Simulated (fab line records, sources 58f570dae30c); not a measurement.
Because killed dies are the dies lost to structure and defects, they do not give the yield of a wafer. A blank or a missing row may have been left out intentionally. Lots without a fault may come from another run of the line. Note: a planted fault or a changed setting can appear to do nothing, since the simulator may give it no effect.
fab line records	flow berkeley-cmos170
record lots=14	wafers=42	last-day=11
route steps=331 shown CONTACT@232 M1@249 M2@288 V2@305
lots untouched by any fault: they come from a run of this same line in which no faults occurred
start-h: start of the lot's first displayed wafer, in hours after the record's first day	wait-h: hours from the lot's prior step to this one	" same as the row above	L1.1+2: several wafers, shown together as one row	- value missing, or start not given	* or withheld: withheld	< > ~ a bound
route shown NAME@n: a module of which the file shows steps, and the number in the route of the first	usual: the fault-free wafers' mean and standard deviation	same: alike in all rows	chamber/n: place in a boat	sites: each site's reading	_std_site: standard deviation of those values	_edge_site: outer sites' mean less inner sites'	radius-mm: how far each site lies from the wafer's centre	mask NAME#n: copy n	behind: tool/chamber where the wafer was last shaped	hold: reason for holding the lot/hours on hold/outcome of the hold	device: names the non-switching transistor (n, p or np)	end of line: the same wafers' tests at the end of the route	a step without rows: its recipe alone	killed: not the wafer's yield, but the dies lost to structure and defects at the first sort	map: per-die view of a wafer (x killed, . not killed, _ where there is no die)
set.NAME: setting as actually run; set.NAME@STEP: the setting as run at that earlier step	model.NAME: the simulator's own value behind a step, which no gauge read
the route's steps for a sample of lots (tables are steps, rows are wafers)
services: the hour from which a tool's chamber was out of use, counted from the record's first day as start-h (under 0 if before that day), plus the number of hours and why
## steps
# step UCB170_CONTACT_OVL_MEAS_16
# usual CONTACT_OVL=1/5.7
lot.wafer	tool	chamber	start-h	wait-h	CONTACT_OVL[nm]
L554.1	overlay-02	-	155.21	0.1	-1
L554.3	"	-	"	"	-2
L554.6	"	-	"	"	-2
L552.1	overlay-01	-	155.49	0.1	-5
L552.2	"	-	"	"	4
L552.5	"	-	"	"	-4
L553.2	overlay-02	-	155.77	0.1	-6
L553.3	"	-	"	"	1
L553.4	"	-	"	"	6
L556.1	overlay-02	-	172.63	0.1	8
L556.2	"	-	"	"	-1
L556.4	"	-	"	"	3
L559.2	overlay-02	-	172.77	0.1	-3
L559.4	"	-	"	"	2
L559.6	"	-	"	"	4
L561.2	overlay-01	-	195.18	0.1	-8
L561.4	"	-	"	"	-3
L561.6	"	-	"	"	-8
L563.1	overlay-02	-	195.43	0.1	7
L563.4	"	-	"	"	-8
L563.5	"	-	"	"	6
L562.1	overlay-01	-	197.08	0.1	1
L562.3	"	-	"	"	12
L562.6	"	-	"	"	4
L564.1	overlay-01	-	197.60	0.1	3
L564.4	"	-	"	"	3
L564.6	"	-	"	"	7
L566.2	overlay-01	-	214.38	0.1	7
L566.3	"	-	"	"	6
L566.5	"	-	"	"	1
L565.1	overlay-01	-	214.65	0.1	-9
L565.2	"	-	"	"	-16
L565.4	"	-	"	"	-15
L567.1	overlay-02	-	226.71	0.1	-6
L567.2	"	-	"	"	6
L567.5	"	-	"	"	0
L573.1	overlay-01	-	250.64	0.1	10
L573.2	"	-	"	"	5
L573.4	"	-	"	"	6
L574.1	overlay-01	-	254.15	0.1	0
L574.5	"	-	"	"	2
L574.6	"	-	"	"	7
# step UCB170_M1_ETCH_11
# recipe chemistry=N2/H2	target-depth-a=withheld	overetch-a=withheld	target=BARC	time-s=withheld	source-w=500	bias-w=100	pressure-mtorr=30	n2-flow-sccm=100	h2-flow-sccm=200
# usual bias-w=99.98/0.26	chamber-pressure-mTorr=30.002/0.028	drypump-motor-current-A=5.7/0.57	oes-product-au=0.996/0.019	throttle-valve-pct=13.25/0.2
lot.wafer	tool	chamber	start-h	wait-h	bias-w	chamber-pressure-mTorr	drypump-motor-current-A	oes-product-au	throttle-valve-pct
L554.1	rie-diel-01	1	157.21	0.0	100.00	29.999	4.7	0.968	13.00
L554.3	"	0	"	"	100.15	30.046	5.6	0.995	13.46
L554.6	"	1	"	"	100.07	30.018	4.6	0.969	13.03
L552.1	rie-diel-03	2	157.45	0.0	99.77	30.018	6.2	0.995	13.09
L552.2	"	1	"	"	100.20	29.987	5.4	1.038	13.42
L552.5	"	3	"	"	99.69	30.022	5.6	0.993	13.09
L553.2	rie-diel-02	0	157.60	0.0	99.94	30.043	6.2	1.011	13.55
L553.3	"	2	"	"	99.87	29.997	6.3	0.997	13.34
L553.4	"	3	"	"	99.60	29.994	6.4	1.020	13.43
L556.1	rie-diel-03	0	175.25	0.0	99.62	29.995	5.8	1.001	13.25
L556.2	"	3	"	"	99.96	29.997	5.6	0.998	13.09
L556.4	"	1	"	"	99.77	30.007	5.4	1.038	13.43
L559.2	rie-diel-01	2	175.76	0.0	99.95	30.025	5.1	1.019	13.45
L559.4	"	1	"	"	99.93	30.029	4.6	0.972	13.01
L559.6	"	1	"	"	99.79	30.022	4.6	0.979	13.02
L561.2	rie-diel-02	1	197.34	0.0	99.89	30.010	4.8	0.982	13.23
L561.4	"	3	"	"	100.12	29.975	6.4	1.014	13.43
L561.6	"	0	"	"	99.77	30.011	6.2	1.011	13.56
L563.1	rie-diel-01	1	197.74	0.0	100.36	29.968	4.6	0.965	13.02
L563.4	"	0	"	"	100.08	30.024	5.5	0.976	13.45
L563.5	"	0	"	"	99.74	29.954	5.5	0.986	13.45
L562.1	rie-diel-02	3	199.96	0.0	100.14	29.976	6.4	0.998	13.43
L562.3	"	1	"	"	100.15	30.028	4.8	0.972	13.25
L562.6	"	1	"	"	100.41	30.019	4.8	0.982	13.24
L564.1	rie-diel-01	0	200.01	0.0	100.18	29.949	5.6	0.991	13.45
L564.4	"	3	"	"	99.93	30.001	6.1	0.980	12.96
L564.6	"	3	"	"	99.97	29.969	6.1	0.976	12.95
L566.2	rie-diel-03	0	217.71	0.0	99.86	30.031	5.8	1.009	13.25
L566.3	"	1	"	"	100.10	30.013	5.4	1.037	13.41
L566.5	"	0	"	"	99.88	29.969	5.8	1.001	13.26
L565.1	rie-diel-02	2	218.01	0.0	100.03	29.985	6.3	0.987	13.28
L565.2	"	0	"	"	100.21	30.026	6.2	1.003	13.57
L565.4	"	3	"	"	99.92	30.006	6.4	1.004	13.41
L567.1	rie-diel-01	2	229.65	0.0	100.30	30.030	5.1	1.016	13.46
L567.2	"	0	"	"	100.03	30.031	5.6	0.983	13.44
L567.5	"	0	"	"	100.31	30.015	5.6	0.985	13.45
L573.1	rie-diel-03	0	252.81	0.0	99.85	29.959	5.8	1.002	13.26
L573.2	"	2	"	"	99.73	30.024	6.2	1.004	13.09
L573.4	"	0	"	"	100.08	30.021	5.8	1.009	13.28
L574.1	rie-diel-03	2	256.35	0.0	100.02	30.029	6.2	1.000	13.10
L574.5	"	2	"	"	100.20	30.036	6.2	0.997	13.11
L574.6	"	3	"	"	100.27	29.986	5.6	0.998	13.09
# step UCB170_M2_ETCH_17
# recipe chemistry=N2/H2	target-depth-a=withheld	overetch-a=withheld	target=BARC	time-s=withheld	source-w=500	bias-w=100	pressure-mtorr=30	n2-flow-sccm=100	h2-flow-sccm=200
# usual bias-w=100.0/0.31	chamber-pressure-mTorr=29.998/0.029	drypump-motor-current-A=5.4/0.44	oes-product-au=1.006/0.024	throttle-valve-pct=13.26/0.18
lot.wafer	tool	chamber	start-h	wait-h	bias-w	chamber-pressure-mTorr	drypump-motor-current-A	oes-product-au	throttle-valve-pct
L554.1	rie-diel-01	1	168.51	0.0	100.5	30.006	4.7	0.961	13.02
L554.3	"	1	"	"	100.1	29.990	4.6	0.962	13.02
L554.6	"	1	"	"	100.3	30.008	4.6	0.972	13.03
L552.1	rie-diel-04	1	168.61	0.0	99.7	30.025	5.4	1.021	13.31
L552.2	"	2	"	"	99.8	30.010	5.8	1.041	13.27
L552.5	"	3	"	"	99.9	29.986	4.9	1.022	13.33
L553.2	rie-diel-03	0	168.90	0.0	100.5	30.025	5.8	1.021	13.26
L553.3	"	3	"	"	99.6	30.011	5.6	0.997	13.09
L553.4	"	1	"	"	100.4	29.983	5.4	1.049	13.41
L556.1	rie-diel-01	1	186.66	0.0	100.2	29.969	4.6	0.977	13.01
L556.2	"	0	"	"	99.9	30.020	5.6	0.994	13.44
L556.4	"	3	"	"	100.9	30.008	6.1	0.979	12.93
L559.2	rie-diel-04	2	187.26	0.0	100.1	30.004	5.7	1.037	13.27
L559.4	"	1	"	"	100.1	30.003	5.4	1.024	13.30
L559.6	"	1	"	"	100.3	30.001	5.4	1.016	13.31
L562.1	rie-diel-01	3	209.20	0.0	100.2	30.013	6.0	0.969	12.94
L562.3	"	1	"	"	100.4	29.981	4.7	0.965	13.02
L562.6	"	2	"	"	100.5	29.983	5.1	1.011	13.46
L563.1	rie-diel-04	1	209.30	0.0	100.3	29.981	5.4	1.028	13.31
L563.4	"	0	"	"	100.3	30.013	5.4	1.000	13.47
L563.5	"	3	"	"	99.9	30.013	4.8	1.017	13.33
L561.2	rie-diel-03	3	209.33	0.0	99.7	29.993	5.6	0.995	13.09
L561.4	"	2	"	"	99.5	30.000	6.2	0.995	13.09
L561.6	"	3	"	"	99.7	29.995	5.6	0.998	13.10
L564.1	rie-diel-04	2	209.61	0.0	100.1	29.988	5.7	1.024	13.27
L564.4	"	1	"	"	99.9	29.982	5.4	1.024	13.30
L564.6	"	1	"	"	100.0	29.970	5.4	1.022	13.29
L566.2	rie-diel-03	3	228.78	0.0	100.2	29.981	5.6	1.003	13.08
L566.3	"	1	"	"	100.2	29.981	5.4	1.038	13.41
L566.5	"	2	"	"	100.0	29.968	6.2	0.997	13.10
L565.1	rie-diel-04	1	229.41	0.0	100.0	30.018	5.4	1.026	13.28
L565.2	"	2	"	"	100.3	30.024	5.7	1.035	13.26
L565.4	"	3	"	"	99.7	30.040	4.9	1.017	13.34
L567.1	rie-diel-03	3	240.73	0.0	100.0	29.992	5.6	1.001	13.10
L567.2	"	2	"	"	100.0	30.039	6.2	1.003	13.08
L567.5	"	1	"	"	99.9	29.978	5.4	1.041	13.44
L573.1	rie-diel-04	3	260.45	0.0	-	-	-	-	-
L573.2	"	1	"	"	-	-	-	-	-
L573.4	"	2	"	"	-	-	-	-	-
L574.1	rie-diel-04	1	266.66	0.0	-	-	-	-	-
L574.5	"	3	"	"	-	-	-	-	-
L574.6	"	2	"	"	-	-	-	-	-
# step UCB170_M2_METAL_ETCH_18
# recipe chemistry=Cl2/BCl3	target=Al	stop-on=SiO2	pressure-mtorr=12	target-depth-a=11700	over-etch-frac=0.3	time-s=195	icp-w=600	bias-w=120	Cl2_flow_sccm=90	bcl3-flow-sccm=45
# usual bcl3-flow-sccm=45.00/0.13	bias-w=120.0/0.36	drypump-motor-current-A=5.6/0.45	oes-product-au=0.854/0.0091	throttle-valve-pct=24.39/0.15
lot.wafer	tool	chamber	start-h	wait-h	bcl3-flow-sccm	bias-w	drypump-motor-current-A	oes-product-au	rf-hours-counter-h	throttle-valve-pct
L554.1	rie-metal-04	1	168.58	-	45.07	119.7	5.2	0.852	5.4	24.47
L554.3	"	1	"	"	45.07	119.5	5.1	0.850	-	24.48
L554.6	"	1	"	"	45.00	119.6	5.2	0.854	-	24.49
L552.1	rie-metal-03	0	168.65	-	44.99	119.7	5.7	0.859	4.3	24.32
L552.2	"	0	"	"	44.67	119.9	5.7	0.868	-	24.32
L552.5	"	0	"	"	44.88	119.8	5.8	0.871	-	24.33
L553.2	rie-metal-02	0	168.94	-	45.01	119.9	5.8	0.849	7.0	24.69
L553.3	"	0	"	"	44.88	119.7	5.8	0.848	-	24.69
L553.4	"	1	"	"	44.75	120.1	4.7	0.851	-	24.23
L556.1	rie-metal-04	0	186.70	-	45.28	120.0	6.0	0.848	7.1	24.31
L556.2	"	1	"	"	44.96	120.0	5.1	0.846	5.6	24.48
L556.4	"	1	"	"	45.17	120.0	5.1	0.845	-	24.49
L559.2	rie-metal-03	0	187.36	-	45.10	120.0	5.8	0.867	-	24.32
L559.4	"	0	"	"	45.09	119.6	5.7	0.863	-	24.33
L559.6	"	0	"	"	45.00	119.8	5.8	0.870	-	24.32
L562.1	rie-metal-03	0	209.24	-	45.03	119.8	5.7	0.870	6.4	24.32
L562.3	"	0	"	"	44.86	119.6	5.8	0.868	-	24.32
L562.6	"	0	"	"	45.12	120.0	5.8	0.863	-	24.32
L563.1	rie-metal-04	1	209.34	-	44.77	120.0	5.2	0.848	6.3	24.47
L563.4	"	1	"	"	44.88	119.2	5.2	0.854	-	24.48
L563.5	"	0	"	"	45.06	120.3	6.0	0.855	-	24.30
L561.2	rie-metal-02	0	209.38	-	44.90	119.3	5.8	0.848	8.2	24.69
L561.4	"	1	"	"	45.06	119.3	4.7	0.841	-	24.25
L561.6	"	1	"	"	45.07	119.3	4.7	0.857	-	24.25
L564.1	rie-metal-02	1	209.65	-	45.09	120.5	4.7	0.863	2.4	24.25
L564.4	"	1	"	"	45.06	120.5	4.7	0.852	-	24.23
L564.6	"	1	"	"	44.86	120.1	4.7	0.851	-	24.24
L566.2	rie-metal-03	0	228.88	-	44.89	119.8	5.8	0.857	-	24.33
L566.3	"	0	"	"	45.07	119.8	5.8	0.865	-	24.30
L566.5	"	0	"	"	45.01	120.4	5.7	0.860	-	24.32
L565.1	rie-metal-02	1	229.46	-	45.02	119.7	4.7	0.850	3.5	24.26
L565.2	"	0	"	"	44.95	120.5	5.9	0.849	9.6	24.69
L565.4	"	0	"	"	45.09	121.0	5.8	0.850	-	24.70
L567.1	rie-metal-04	0	240.77	-	44.87	119.7	6.0	0.852	9.0	24.30
L567.2	"	1	"	"	45.22	119.6	5.1	0.847	7.6	24.47
L567.5	"	1	"	"	44.99	119.8	5.2	0.847	-	24.47
L573.1	rie-metal-03	0	260.49	-	44.89	120.1	5.7	0.375	9.2	24.54
L573.2	"	0	"	"	45.04	120.2	5.7	0.384	-	24.56
L573.4	"	0	"	"	44.89	120.6	5.7	0.382	-	24.57
L574.1	rie-metal-02	0	266.70	-	45.02	119.9	5.8	0.375	11.1	24.92
L574.5	"	0	"	"	45.14	120.3	5.8	0.369	-	24.92
L574.6	"	1	"	"	45.02	120.0	4.7	0.368	-	24.46
# step UCB170_M2_CD_MEAS_90
# recipe target-cd-nm=700
# usual cd-nm=701/3.5
lot.wafer	tool	chamber	start-h	wait-h	cd-nm
L554.1	cd-sem-02	-	168.86	0.1	701
L554.3	"	-	"	"	703
L554.6	"	-	"	"	706
L552.1	cd-sem-01	-	169.13	0.1	695
L552.2	"	-	"	"	695
L552.5	"	-	"	"	694
L553.2	cd-sem-02	-	169.25	0.1	701
L553.3	"	-	"	"	700
L553.4	"	-	"	"	705
L556.1	cd-sem-01	-	186.99	0.1	703
L556.2	"	-	"	"	706
L556.4	"	-	"	"	704
L559.2	cd-sem-02	-	187.80	0.1	694
L559.4	"	-	"	"	695
L559.6	"	-	"	"	694
L563.1	cd-sem-02	-	209.63	0.1	708
L563.4	"	-	"	"	711
L563.5	"	-	"	"	704
L561.2	cd-sem-01	-	209.68	0.1	701
L561.4	"	-	"	"	705
L561.6	"	-	"	"	704
L562.1	cd-sem-02	-	209.75	0.1	695
L562.3	"	-	"	"	697
L562.6	"	-	"	"	697
L564.1	cd-sem-01	-	209.94	0.1	705
L564.4	"	-	"	"	705
L564.6	"	-	"	"	701
L566.2	cd-sem-01	-	229.88	0.6	697
L566.3	"	-	"	"	700
L566.5	"	-	"	"	700
L565.1	cd-sem-01	-	230.22	0.5	699
L565.2	"	-	"	"	697
L565.4	"	-	"	"	698
L567.1	cd-sem-01	-	241.06	0.1	703
L567.2	"	-	"	"	705
L567.5	"	-	"	"	705
L573.1	cd-sem-02	-	260.96	0.1	-
L573.2	"	-	"	"	-
L573.4	"	-	"	"	-
L574.1	cd-sem-01	-	266.99	0.1	-
L574.5	"	-	"	"	-
L574.6	"	-	"	"	-
# step UCB170_V2_OVL_MEAS_13
# usual V2_OVL=-1/5.4
lot.wafer	tool	chamber	start-h	wait-h	V2_OVL[nm]
L554.1	overlay-01	-	172.21	0.1	0
L554.3	"	-	"	"	-5
L554.6	"	-	"	"	-3
L552.1	overlay-02	-	172.38	0.1	4
L552.2	"	-	"	"	5
L552.5	"	-	"	"	0
L553.2	overlay-01	-	172.49	0.1	-1
L553.3	"	-	"	"	0
L553.4	"	-	"	"	-4
L556.1	overlay-01	-	189.93	0.1	-12
L556.2	"	-	"	"	-5
L556.4	"	-	"	"	4
L559.2	overlay-01	-	190.49	0.1	6
L559.4	"	-	"	"	3
L559.6	"	-	"	"	0
L563.1	overlay-01	-	212.02	0.1	-5
L563.4	"	-	"	"	-5
L563.5	"	-	"	"	-11
L561.2	overlay-02	-	212.11	0.1	-2
L561.4	"	-	"	"	4
L561.6	"	-	"	"	-12
L562.1	overlay-01	-	212.37	0.1	-3
L562.3	"	-	"	"	-8
L562.6	"	-	"	"	5
L564.1	overlay-01	-	213.10	0.1	-1
L564.4	"	-	"	"	11
L564.6	"	-	"	"	3
L566.2	overlay-01	-	232.02	0.1	-7
L566.3	"	-	"	"	7
L566.5	"	-	"	"	-3
L565.1	overlay-02	-	232.57	0.1	1
L565.2	"	-	"	"	-7
L565.4	"	-	"	"	-4
L567.1	overlay-01	-	247.47	0.1	16
L567.2	"	-	"	"	-2
L567.5	"	-	"	"	8
## services
tool	chamber	start-h	hours	kind
rie-diel-04	3	136.74	13.7	repair
rie-diel-01	2	151.58	-	clean
rie-diel-01	2	151.58	19.2	scheduled-down
rie-diel-01	2	151.58	19.2	vent-cycle
rie-diel-03	-	164.12	2.8	pm
rie-diel-01	0	164.97	5.3	repair
rie-metal-04	1	170.17	8.3	repair
rie-diel-03	2	175.44	14.5	repair
rie-diel-02	2	187.91	-	clean
rie-diel-02	2	187.91	29.6	scheduled-down
rie-diel-02	2	187.91	29.6	vent-cycle
rie-diel-01	-	198.35	0.2	repair
rie-metal-03	0	231.53	7.1	repair
rie-diel-01	0	239.21	-	clean
rie-diel-01	0	239.21	20.1	scheduled-down
rie-diel-01	0	239.21	20.1	vent-cycle
rie-diel-03	1	250.37	9.4	repair
rie-diel-02	-	252.77	4.3	pm
rie-diel-04	0	252.95	3.3	repair
rie-diel-03	0	253.11	6.1	repair
rie-diel-03	3	256.44	2.9	repair
## key
first-sign step=UCB170_M2_ETCH_17	reading=tool-record	direction=missing
effect step=UCB170_M2_METAL_ETCH_18	reading=oes-product-au	direction=down	sigmas=52	usual=0.854	struck=0.376
effect step=UCB170_M2_CD_MEAS_90	reading=cd-nm	direction=missing
met-at UCB170_M2_ETCH_17
struck-lots L573,L574
later-rows-left-out L573.1,L573.2,L573.4,L574.1,L574.5,L574.6
sort-left-out L573.1,L573.2,L573.4,L574.1,L574.5,L574.6
not-acting-at UCB170_CONTACT_OVL_MEAS_16,UCB170_M1_ETCH_11,UCB170_V2_OVL_MEAS_13
onset-between 229.41 260.45
fault kind=skipped-step-whole	tool=rie-diel-04	chamber=-	onset-h=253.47	steps=UCB170_M2_ETCH_17	scope=struck-lots-only
# sort-left-out: the simulated sort isn't trusted on such a fault, so these wafers' sort isn't shown, and their yield isn't known
# later-rows-left-out: the simulator's readings of these wafers behind a module that went badly wrong aren't trusted and aren't shown, but for the sort
